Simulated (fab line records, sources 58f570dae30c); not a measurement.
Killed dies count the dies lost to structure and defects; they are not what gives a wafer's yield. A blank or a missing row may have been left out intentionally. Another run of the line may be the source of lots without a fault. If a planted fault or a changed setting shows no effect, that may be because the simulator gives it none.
Which tool did it?    flow berkeley cmos170    Sampling: 14 lots, 42 wafers, 3 of 331 route steps

== WHAT THE GAUGES SHOWED, per wafer ==
UCB170_V2_THK_MEAS_01.
lot   measured      on             V2_TEOS_THK (nm)
L724  day 8 15:00   film metro-03  2015 2054 2039
L720  day 8 16:34   film metro-03  1998 2040 2031
L723  day 9 02:16   film metro-03  2003 2006 2011
L726  day 9 14:13   film metro-03  1985 2007 1999
L725  day 9 14:45   film metro-03  2013 2001 2013
L727  day 9 22:18   film metro-01  1993 1999 2015
L733  day 10 20:41  film metro-02  1950 1943 1998
L731  day 11 03:25  film metro-01  1959 2008 2014
L735  day 11 03:36  film metro-03  1985 2011 2028
L730  day 11 03:55  film metro-02  1998 2027 2026
L737  day 11 20:37  film metro-01  1992 2022 2020
L740  day 12 10:32  film metro-01  1963 2019 2011
L743  day 12 21:58  film metro-03  1997 2021 2024
L742  day 12 23:04  film metro-01  2006 2009 2014

== WHICH TOOL RAN EACH LOT (tool, then ch and the chambers of the sampled wafers, then the start) ==
lot   UCB170_M2_STRIP_07                    UCB170_V2_CVD_00
L724  plasma asher-02 ch 0,1, day 8 10:50   pecvd-04 ch 0,1,2, day 8 14:49
L720  plasma asher-01 ch 0,1, day 8 12:29   pecvd-04 ch 0,1, day 8 16:23
L723  plasma asher-03 ch 0,1, day 8 21:37   pecvd-01 ch 1,2, day 9 02:07
L726  plasma asher-01 ch 0,1, day 9 10:10   pecvd-04 ch 0,1, day 9 14:03
L725  plasma asher-02 ch 0, day 9 11:35     pecvd-01 ch 1,2, day 9 14:36
L727  plasma asher-03 ch 0,1, day 9 19:37   pecvd-04 ch 1,2, day 9 22:08
L733  plasma asher-03 ch 0,1, day 10 18:49  pecvd-02 ch 0,2, day 10 20:32
L731  plasma asher-02 ch 0,1, day 10 23:02  pecvd-01 ch 0,1,2, day 11 03:16
L735  plasma asher-02 ch 0,1, day 10 23:46  pecvd-04 ch 0,1, day 11 03:27
L730  plasma asher-03 ch 0,1, day 11 00:40  pecvd-04 ch 0,1, day 11 03:44
L737  plasma asher-01 ch 0,1, day 11 18:13  pecvd-01 ch 0,1, day 11 20:26
L740  plasma asher-01 ch 0,1, day 12 08:20  pecvd-01 ch 0,1,2, day 12 10:22
L743  plasma asher-01 ch 0,1, day 12 19:46  pecvd-02 ch 0,1,2, day 12 21:49
L742  plasma asher-01 ch 0, day 12 21:02    pecvd-01 ch 1,2, day 12 22:53
- UCB170_M2_STRIP_07: strips in O2.
- UCB170_V2_CVD_00: deposits SiO2 from TEOS/O2, target thk 2000 nm, time 250 s.

== WHAT THE TOOLS THEMSELVES READ (means of the sampled wafers that have a number; where no wafer has one, the mark that the record gives instead) ==
UCB170_M2_STRIP_07.
lot   tool             drypump motor current A (A)  oes product au (a.u.)  strip time to endpoint s (s)
L724  plasma asher-02  5.6                          0.729                  21.99
L720  plasma asher-01  5.0                          0.729                  21.87
L723  plasma asher-03  5.4                          0.734                  21.89
L726  plasma asher-01  5.0                          0.733                  21.97
L725  plasma asher-02  5.1                          0.734                  21.93
L727  plasma asher-03  5.4                          0.737                  21.95
L733  plasma asher-03  5.4                          0.734                  21.94
L731  plasma asher-02  5.3                          0.735                  22.05
L735  plasma asher-02  5.3                          0.736                  22.10
L730  plasma asher-03  5.4                          0.726                  21.99
L737  plasma asher-01  5.2                          0.735                  21.95
L740  plasma asher-01  5.0                          0.733                  21.94
L743  plasma asher-01  5.0                          0.734                  21.98
L742  plasma asher-01  4.7                          0.732                  22.07

UCB170_V2_CVD_00.
lot   tool      heater power w (W)
L724  pecvd-04  293
L720  pecvd-04  229
L723  pecvd-01  255
L726  pecvd-04  204
L725  pecvd-01  284
L727  pecvd-04  302
L733  pecvd-02  238
L731  pecvd-01  225
L735  pecvd-04  240
L730  pecvd-04  228
L737  pecvd-01  238
L740  pecvd-01  261
L743  pecvd-02  238
L742  pecvd-01  257

== THE ANSWER, worked out from the rows above alone ==
Rule: usual is defined by the lots themselves. Put in order of their means at a reading, lots are off if they are a third of the lots or fewer, leave a main group of 4 or more, and stand apart from it by a gap of 3 or more times the standard deviation of the main group's means; of several such gaps the widest counts. If all means in a main group match to the digits the tables above print for the reading, that group is not used. A lot without any number at a reading at which 4 lots or more have one is off too. The other lots that the step has rows for count as sound. Order of review: gauges by route order, followed by the tools' own readings, for which a lot's mean as printed above is used. The first step at which some lot is off is used, and at that step the reading that is off furthest; a lot without a number counts as furthest.
None of the lots is off at any reading shown; this tells nothing.

== WHAT HAD BEEN PUT IN BY THE SIMULATOR ==
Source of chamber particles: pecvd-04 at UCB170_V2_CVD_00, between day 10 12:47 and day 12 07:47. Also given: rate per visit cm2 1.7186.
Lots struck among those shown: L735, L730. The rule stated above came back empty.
